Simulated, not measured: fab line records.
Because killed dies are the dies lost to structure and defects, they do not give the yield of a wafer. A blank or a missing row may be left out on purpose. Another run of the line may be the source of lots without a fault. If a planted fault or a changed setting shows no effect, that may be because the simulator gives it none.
Lot-split experiment	flow rit-cmos	23 wafers read from 5 lots, route of 202 steps

## ON THE SPLIT
At RIT_CONTACT_DEVELOP_07 (develop time 120 s), the setting develop-time-s was moved away from the recipe's 120 s on 11 of the 23 wafers read, by -11.7% to +14.8%. All remaining wafers had this setting at the recipe value.

## FROM THE SPLIT TO THE READING: what the file shows between them, 4 steps
- RIT_CONTACT_CD_MEAS_08: target cd 1000 nm
- RIT_CONTACT_HARDBAKE_10: time 60 s
- RIT_CONTACT_ETCH_11: etches SiO2 in CHF3/CF4/Ar, stops on TiSi2, target depth 480 nm, time 320 s
- RIT_CONTACT_STRIP_12: strips in O2, time 180 s

## THE READING
cd-nm at RIT_CONTACT_CD_MEAS_90, given in nm (cd target 1000 nm). On this fab line, fault-free wafers typically give 999.8 nm with a standard deviation of 2.4 nm.

wafer	tool, chamber at the split	develop-time-s as run, s	against the recipe	cd-nm, nm	against lot-mates on the recipe
L076.1	litho-track-01, 0	120	recipe	1001.0	-
L076.2	litho-track-01, 0	133.1	+10.9%	1010.4	+8.2
L076.3	litho-track-01, 0	133.1	+10.9%	1010.7	+8.5
L076.4	litho-track-01, 0	133.1	+10.9%	1009.6	+7.4
L076.5	litho-track-01, 0	120	recipe	1003.4	-
L078.1	litho-track-04, 0	137.8	+14.8%	1011.7	+11.4
L078.2	litho-track-04, 0	137.8	+14.8%	1012.6	+12.2
L078.4	litho-track-04, 0	120	recipe	1000.2	-
L078.5	litho-track-04, 0	137.8	+14.8%	1010.5	+10.1
L078.6	litho-track-04, 0	120	recipe	1000.5	-
L080.1	litho-track-01, 0	120	recipe	1000.7	-
L080.2	litho-track-01, 0	120	recipe	1001.5	-
L080.3	litho-track-01, 0	105.9	-11.7%	991.0	-10.1
L080.4	litho-track-01, 0	120	recipe	1001.0	-
L080.6	litho-track-01, 0	105.9	-11.7%	991.1	-10.0
L081.2	litho-track-01, 0	120	recipe	996.1	-
L081.3	litho-track-01, 0	120	recipe	997.4	-
L081.6	litho-track-01, 0	120	recipe	996.4	-
L083.1	litho-track-01, 0	120	recipe	1002.4	-
L083.2	litho-track-01, 0	114.1	-4.9%	996.6	-4.9
L083.3	litho-track-01, 0	120	recipe	1000.6	-
L083.4	litho-track-01, 0	114.1	-4.9%	994.8	-6.7
L083.6	litho-track-01, 0	114.1	-4.9%	994.9	-6.6

FIT RESULTS
A straight line over all 23 wafers: cd-nm changes by +0.823 nm for each +1% of develop-time-s; r = +0.96; the points scatter about the line by 1.8 nm.
The same after taking each lot's own level away (the mean of its wafers on the recipe; 23 wafers): +0.812 nm for each +1%; r = +0.99; scatter 1 nm.
According to that fit, moving develop-time-s by its largest amount changes the reading by 12 nm.
The span of the lots' own levels, 996.63 to 1002.20 nm, comes to 2.3 times the standard deviation stated above.
The two slopes are in agreement: the lot-to-lot level therefore moves the slope only a little.
Check: for one of the wafers moved furthest among these (+14.8%), held out of the fit, the line's prediction against its lot-mates is +11.6 nm. Against them it came out at +11.4 nm.

## THE WHOLE CHAIN: every reading that the file lists as answering this split, in the file's order
step	what it does	reading	change (the file's fit)	r (the file's)
RIT_CONTACT_CD_MEAS_08	target cd 1000 nm	cd-nm	+0.81 nm for each +1% of the setting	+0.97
RIT_CONTACT_ETCH_11	etches SiO2 in CHF3/CF4/Ar, stops on TiSi2, target depth 480 nm, time 320 s	CONTACT.cd-nm (the simulator's own value, which no gauge read)	+0.802 nm for each +1% of the setting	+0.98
RIT_CONTACT_CD_MEAS_90	target cd 1000 nm	cd-nm	+0.803 nm for each +1% of the setting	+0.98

## FILE'S OWN FIT
cd-nm changes by +0.803 nm for each +1% of develop-time-s, r = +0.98.
